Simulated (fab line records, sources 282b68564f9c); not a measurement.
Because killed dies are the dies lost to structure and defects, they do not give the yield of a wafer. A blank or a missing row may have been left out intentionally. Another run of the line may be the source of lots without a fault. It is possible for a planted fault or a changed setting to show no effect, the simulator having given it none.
Code-filled problem report in 8D (eight disciplines) form + flow rit_cmos + the parts of the form that need people (team, actions taken, sign-off) are left out

1. THE PROBLEM
At RIT_M1_ANNEAL_15, tube_center_temp_C averages 420 C over 6 wafers from 2 lots, while fault-free wafers read 450 C, standard deviation 0.038. So: -99 or more standard deviations from the usual mean.
The step: time 1800 s.
First observed at day 6 05:53: wafer L616.2, on furnace-02. The record has a number at this step for 33 wafers belonging to 11 lots. Rule for "out" (also "out of limits"): further than 4 standard deviations from the usual mean. The other wafers with a number count as sound.

2. WHAT IT IS; WHAT IT IS NOT
| question                    | is                                                                                                                                                                   | is not                                               |
|-----------------------------|----------------------------------------------------------------------------------------------------------------------------------------------------------------------|------------------------------------------------------|
| which readings at this step | tube_center_temp_C, spike_tc_centre_C, spike_tc_load_C, spike_tc_source_C, tube_center_temp_C_max, zone_power_centre_pct, zone_power_load_pct, zone_power_source_pct | -                                                    |
| which lots                  | L616, L618                                                                                                                                                           | L607, L608, L609, L610, L611, L612, L613, L614, L615 |
| which wafers of those lots  | all that have a number                                                                                                                                               | -                                                    |
| read on which tools         | furnace-02                                                                                                                                                           | -                                                    |
| when                        | from day 6 05:53                                                                                                                                                     | up to then (27 sound wafers)                         |

3. THE SUSPECTS, EACH WITH WHAT RULES IT OUT
Counting: a tool at a process step up to the reading stays a suspect if it ran every lot that is out and no sound lot after the first of them.
- plasma_asher-01 at RIT_NSD_STRIP_09 (strips in O2, time 180 s): kept. Every lot that is out went through it, starting with L616 (day 5 21:47), and after that it ran no sound lot; the last sound lot it ran before then is L613 (day 4 23:41).
- furnace-02 at RIT_M1_ANNEAL_15 (time 1800 s): kept. Every lot that is out went through it, starting with L616 (day 6 05:53), and after that it ran no sound lot; the last sound lot it ran before then is L615 (day 5 21:10). On those wafers its own readings are out: spike_tc_centre_C, spike_tc_load_C, spike_tc_source_C, tube_center_temp_C, tube_center_temp_C_max, zone_power_centre_pct, zone_power_load_pct, zone_power_source_pct.
Remaining after the count are plasma_asher-01 at RIT_NSD_STRIP_09 and furnace-02 at RIT_M1_ANNEAL_15.

4. THE CAUSE (what the simulator had put in)
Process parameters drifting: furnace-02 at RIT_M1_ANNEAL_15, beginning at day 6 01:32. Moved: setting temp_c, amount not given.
This tool is one of the 2 suspects left after counting.

5. SEQUENCE OF EFFECTS, ordered by route
Each row: a reading where the mean over the struck wafers with a number is more than 3 standard deviations away from the usual. Scope: only readings with a usual standard deviation given in the record; hours: median across lots of the time from each lot's start at the first step in this table that gives one to its start at this step; sigmas: change in usual standard deviations.
| hours | step             | reading                | usual   | on struck wafers | change | sigmas      |
|-------|------------------|------------------------|---------|------------------|--------|-------------|
| 0     | RIT_M1_ANNEAL_15 | spike_tc_centre_C      | 453.4 C | 423.0            | -30.4  | -28         |
| 0     | RIT_M1_ANNEAL_15 | spike_tc_load_C        | 474.2 C | 443.3            | -30.9  | -28         |
| 0     | RIT_M1_ANNEAL_15 | spike_tc_source_C      | 466.2 C | 436.1            | -30.1  | -30         |
| 0     | RIT_M1_ANNEAL_15 | tube_center_temp_C     | 450 C   | 420              | -30    | -99 or more |
| 0     | RIT_M1_ANNEAL_15 | tube_center_temp_C_max | 451.15  | 421.18           | -29.97 | -99 or more |
| 0     | RIT_M1_ANNEAL_15 | zone_power_centre_pct  | 16.79 % | 15.57            | -1.22  | -6.8        |
| 0     | RIT_M1_ANNEAL_15 | zone_power_load_pct    | 6.22 %  | 5.55             | -0.67  | -11         |
| 0     | RIT_M1_ANNEAL_15 | zone_power_source_pct  | 6.33 %  | 5.59             | -0.74  | -12         |
Process steps it contains:
- RIT_M1_ANNEAL_15: time 1800 s.

6. HOW IT WOULD HAVE BEEN CAUGHT EARLIER
In this record the first reading out of limits was taken at day 6 05:53, 4 hours after the fault began at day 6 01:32.
